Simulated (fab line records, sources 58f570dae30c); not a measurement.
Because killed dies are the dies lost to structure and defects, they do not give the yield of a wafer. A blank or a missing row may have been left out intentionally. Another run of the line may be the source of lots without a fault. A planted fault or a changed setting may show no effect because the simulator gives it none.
Struck lot and sound lot, side by side ; flow berkeley_cmos170 ; 17 steps out of a route of 331
Sound: these wafers, L820.1, L820.5, L820.6. Struck: wafers L824.3, L824.5 (left out: L824.2, a lot-mate that was not struck); the cause follows at the end.
Order at every step that has rows: each side's tool, ch and its chambers, its first start. Under that, the readings that differ: sound wafers ; struck wafers ; difference of the means ; sigmas: that difference in standard deviations of wafers without a fault.
alike: same words and numbers on both sides, and readings whose means sit less than 2 such deviations apart. not compared: any withheld reading, any reading some wafer has no value for, any bound like >300 that may hide the same value, and any number with overlapping values for which the record gives no deviation.
Wherever a step has rows on one side only, a row that says differs or no value, or a row with sigmas, the two part there. When numbers do not overlap yet have no deviation, they are printed without sigmas and do not part them. Lack of a reading on every wafer of one side parts them only where that side has two or more wafers.

UCB170_V1_CMP_02: polishes SiO2.
  sound on cmp-01 ch 0,1,3, day 9 21:46; struck on cmp-02 ch 0,2, day 10 21:56
  alike: motor_current_A, platen_rpm
UCB170_V1_BOW_MEAS_03:
  sound on film_metro-04 at day 9 21:58; struck on film_metro-04 at day 10 22:10
  alike: V1_BOW
UCB170_V1_THK_MEAS_04:
  sound on film_metro-04 at day 9 22:05; struck on film_metro-04 at day 10 22:16
  alike: V1_POLISHED_THK
then, 7 steps without rows for these wafers: UCB170_V1_CLEAN_05 (cleans in DIW); UCB170_V1_HMDS_06 (prime time 60 s); UCB170_V1_COAT_07 (resist thk 900 nm); UCB170_V1_SOFTBAKE_08 (time 60 s); UCB170_V1_EXPOSE_09 (exposes mask VIA1, target cd 700 nm); UCB170_V1_PEB_10; UCB170_V1_DEVELOP_11 (develop time 45 s).
UCB170_V1_CD_MEAS_12: the cd target is 700 nm.
  sound on cd_sem-02 at day 10 02:13; struck on cd_sem-02 at day 11 04:05
  alike: cd_nm
UCB170_V1_OVL_MEAS_13:
  sound on overlay-01 at day 10 02:20; struck on overlay-02 at day 11 04:11
  alike: V1_OVL
UCB170_V1_ETCH_14: etches SiO2 in CHF3/CF4/Ar, stops on Al, target depth 1250 nm, time 291 s.
  sound on rie_diel-01 ch 0,1,2, day 10 02:23; struck on rie_diel-01 ch 1, day 11 04:13
reading;sound;struck;difference;sigmas
drypump_motor_current_A (A);6.4 4.7 6.3;4.7 4.7;-1.1;-2
rf_fwd_power_W (W);699.6 697.3 699.7;419.6 419.4;-279.4;-99 or more
model.KrF_of_V1_COAT_07.thk_nm (nm);605.2 604.6 605.8;667.5 669.7;+63.4;
model.V1.feature_depth_nm (nm);1001 1001 1002;981.1 981.5;-20.0;
model.etch.depth_nm (nm);1001 1001 1001;981.1 981.5;-19.7;
  alike: oes_product_au, throttle_valve_pct
  not compared: rf_hours_counter_h
UCB170_V1_STRIP_15: strips in O2.
  sound on plasma_asher-02 ch 0,1, day 10 02:33; struck on plasma_asher-03 ch 0,1, day 11 04:24
reading;sound;struck;difference;sigmas
strip_time_to_endpoint_s (s);15.20 15.17 15.19;16.61 16.67;+1.45;+11
  alike: drypump_motor_current_A, oes_product_au
  not compared: rf_hours_counter_h
UCB170_V1_CD_MEAS_90: the cd target is 700 nm.
  sound on cd_sem-01 at day 10 02:39; struck on cd_sem-02 at day 11 04:32
  alike: cd_nm
then, 1 step without rows for these wafers: UCB170_M2_PRE_CLEAN_00 (preclean etch time 60 s).
UCB170_M3_PROBE_99:
  rows exist in the record for the struck wafers here (prober-01, day 11 14:09), but not for the sound ones

## WHERE THEY PART
At UCB170_V1_ETCH_14 first; at UCB170_M3_PROBE_99 last (within this record only).

WHY: whatever the simulator had introduced
rie_diel-01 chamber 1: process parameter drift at UCB170_V1_ETCH_14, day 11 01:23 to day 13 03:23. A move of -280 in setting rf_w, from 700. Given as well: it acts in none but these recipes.
